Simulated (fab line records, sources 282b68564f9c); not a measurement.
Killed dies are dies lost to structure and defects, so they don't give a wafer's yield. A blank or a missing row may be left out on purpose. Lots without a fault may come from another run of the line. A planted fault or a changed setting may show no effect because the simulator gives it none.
A struck lot beside a sound one | flow rit_cmos | 15 steps out of a route of 202
Sound: wafers L995.1, L995.3, L995.6. Struck: wafers L990.3, L990.4, L990.5. The cause comes at the end.
At each step with rows: each side's tool, then ch and its chambers, then its first start. Under that, the readings that differ: sound wafers | struck wafers | difference of the means | sigmas: that difference in standard deviations of wafers without a fault.
alike: readings whose means differ by less than 2 such deviations, and words and numbers that are the same on both sides. not compared: withheld readings, readings that some wafer has no value for, bounds like >300 that may hide the same value, and numbers for which the record gives no deviation and whose values overlap.
The two part at a step that has a row with sigmas, a row that says differs or no value, or rows on one side only. Numbers that don't overlap but have no deviation are shown without sigmas and don't part them. A reading that every wafer of one side lacks parts them only if that side has two wafers or more.

first, 2 steps without rows for these wafers: RIT_SDANNEAL_CLEAN_01 (cleans in dHF, time 30 s); RIT_SDANNEAL_CLEAN_02 (cleans in SC2, time 600 s).
RIT_SDANNEAL_RTA_03: time 5 s.
  sound on rtp_anneal-02 ch 0, day 6 12:28; struck on rtp_anneal-01 ch 0, day 5 13:49
  alike: wafer_temp_C_max
RIT_SDANNEAL_RS_MEAS_04: measures by four-point-probe.
  sound on film_metro-02, day 6 12:31; struck on film_metro-01, day 5 13:54
  alike: PSD_RS
RIT_SDANNEAL_RS_MEAS_05: measures by four-point-probe.
  sound on film_metro-02, day 6 12:38; struck on film_metro-01, day 5 14:01
  alike: NSD_RS
RIT_SDANNEAL_RS_MEAS_06: measures by four-point-probe.
  sound on film_metro-02, day 6 12:46; struck on film_metro-01, day 5 14:08
  alike: PLDD_RS
RIT_SDANNEAL_RS_MEAS_07: measures by four-point-probe.
  sound on film_metro-02, day 6 12:53; struck on film_metro-01, day 5 14:16
  alike: NLDD_RS
then, 1 step without rows for these wafers: RIT_SILICIDE_WET_ETCH_00 (etches SiO2 in BOE, target depth 14 nm, time 15 s).
RIT_SILICIDE_SPUTTER_01: material Ti, target thk 30 nm, time 240 s.
  sound on pvd_sputter-04, day 6 13:01; struck on pvd_sputter-03, day 5 14:21
  alike: throttle_valve_pct
RIT_SILICIDE_RS_MEAS_02: measures by four-point-probe.
  sound on film_metro-03, day 6 13:10; struck on film_metro-03, day 5 14:32
  alike: SILICIDE_TI_RS
RIT_SILICIDE_THK_MEAS_03: measures by xrf.
  sound on film_metro-03, day 6 13:17; struck on film_metro-03, day 5 14:38
  alike: SILICIDE_TI_THK
RIT_SILICIDE_RTA_04: time 10 s, ramp up 5 s, ramp down 5 s.
  sound on rtp_anneal-01 ch 0, day 6 13:20; struck on rtp_anneal-02 ch 0, day 5 14:42
  alike: wafer_temp_C_max
RIT_SILICIDE_WET_ETCH_05: etches Ti in SPM, time 120 s.
  sound on wet_bench-03 ch 0, day 6 13:25; struck on wet_bench-02 ch 2, day 5 14:45
  no value came back on the struck wafers for bath_guard_temp_C (C), bath_heat_duty_pct (%), time_s (s); on the sound wafers bath_guard_temp_C (C) reads 89.3 89.2 89.1
RIT_SILICIDE_RTA_06: time 10 s, ramp up 5 s, ramp down 10 s.
  sound on rtp_anneal-02 ch 0, day 6 13:27; struck on rtp_anneal-01 ch 0, day 5 14:49
  alike: wafer_temp_C_max
RIT_M1_PROBE_99:
  sound on prober-02, day 6 19:45; struck on prober-02, day 5 21:30
  reading             | sound | struck                                                               | difference                   | sigmas
  hold                | - - - | await_dispo/2.7h/scrap await_dispo/2.7h/scrap await_dispo/2.7h/scrap | no value on the sound wafers |
  killed_at_front_end | 6 9 7 | 264 264 264                                                          | +257                         | +95
  killed_dies         | 6 9 7 | 264 264 264                                                          | +257                         | +95
  killed_on_rim       | 2 4 2 | 70 70 70                                                             | +67                          | +48
  alike: killed_at_contacts, killed_open, killed_short

WHERE THEY PART
First at RIT_SILICIDE_WET_ETCH_05; last, within this record, at RIT_M1_PROBE_99.

WHY: what the simulator had put in
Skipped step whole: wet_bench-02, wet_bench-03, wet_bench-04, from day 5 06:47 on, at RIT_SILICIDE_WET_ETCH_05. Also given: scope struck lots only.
